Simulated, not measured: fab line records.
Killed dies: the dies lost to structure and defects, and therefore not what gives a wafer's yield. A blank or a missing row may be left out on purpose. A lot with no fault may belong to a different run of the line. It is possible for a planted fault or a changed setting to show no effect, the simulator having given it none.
Matching of chambers | flow berkeley-cmos170 | UCB170_V2_CMP_02 on cmp-01 has 4 sister chambers
The step polishes SiO2. 16 wafers are shown with their chamber, then 8 later ones without.

== WAFERS, EACH WITH ITS CHAMBER ==
wafer  | chamber | motor-current-A (A) | head-pressure-psi (psi) | edge-zone-pressure-frac
L221.2 | 2       | 12.7                | 6.002                   | 1.001
L221.4 | 0       | 16.4                | 6.009                   | 1.007
L221.6 | 1       | 12.2                | 6.008                   | 1.002
L225.1 | 3       | 17.4                | 5.992                   | 0.998
L225.2 | 1       | 12.6                | 6.000                   | 1.001
L225.3 | 0       | 16.1                | 5.996                   | 1.002
L223.1 | 1       | 12.7                | 5.988                   | 0.997
L223.3 | 2       | 13.1                | 5.993                   | 1.002
L223.5 | 1       | 12.9                | 6.010                   | 0.994
L226.2 | 1       | 12.5                | 6.017                   | 1.009
L226.4 | 0       | 15.0                | 5.997                   | 0.999
L226.5 | 0       | 16.0                | 6.005                   | 0.990
L238.2 | 3       | 16.7                | 5.976                   | 0.993
L238.3 | 0       | 16.2                | 6.008                   | 1.003
L238.6 | 2       | 13.4                | 5.985                   | 0.999
L239.1 | 1       | 12.2                | 5.993                   | 0.998

SIGNATURES, as means of the wafers listed above
reading                 | chamber 0 | chamber 1 | chamber 2 | chamber 3 | scatter within a chamber
motor-current-A         | 15.940    | 12.517    | 13.067    | 17.050    | 0.416
head-pressure-psi       | 6.00300   | 6.00267   | 5.99333   | 5.98400   | 0.00925
edge-zone-pressure-frac | 1.00020   | 1.00017   | 1.00067   | 0.99550   | 0.00512
Rule: for each reading, subtract the chamber's mean from the wafer's reading, divide by that reading's scatter and square the result; add these up over the readings and take the root, which gives the wafer's distance from the chamber. The wafer belongs to the nearest chamber; if the next one is less than 2 further off, it can't be placed. The scatter is the square root of a quotient: the sum, over the shown wafers, of each reading's squared deviation from its chamber's mean, divided by wafers minus chambers.

== WAFERS WHOSE CHAMBER IS MISSING ==
wafer  | motor-current-A (A) | head-pressure-psi (psi) | edge-zone-pressure-frac
L239.2 | 16.9                | 5.986                   | 1.002
L239.6 | 12.8                | 6.002                   | 1.001
L241.1 | 13.0                | 6.005                   | 1.000
L241.2 | 16.0                | 5.976                   | 1.001
L241.4 | 17.2                | 5.998                   | 1.007
L244.1 | 12.9                | 5.989                   | 0.996
L244.2 | 16.2                | 6.005                   | 0.999
L244.4 | 12.8                | 6.019                   | 1.007

== CHAMBER TAKEN BY EACH ==
wafer  | from the rows above     | in truth
L239.2 | can't be placed: 3 or 0 | 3
L239.6 | can't be placed: 1 or 2 | 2
L241.1 | can't be placed: 1 or 2 | 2
L241.2 | can't be placed: 3 or 0 | 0
L241.4 | can't be placed: 3 or 0 | 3
L244.1 | can't be placed: 2 or 1 | 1
L244.2 | 0                       | 0
L244.4 | can't be placed: 1 or 2 | 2
Correctly placed: 1 of 8. Cannot be placed on the basis of these rows: 7; the candidates contain the true chamber in 7. Wrongly placed: 0.
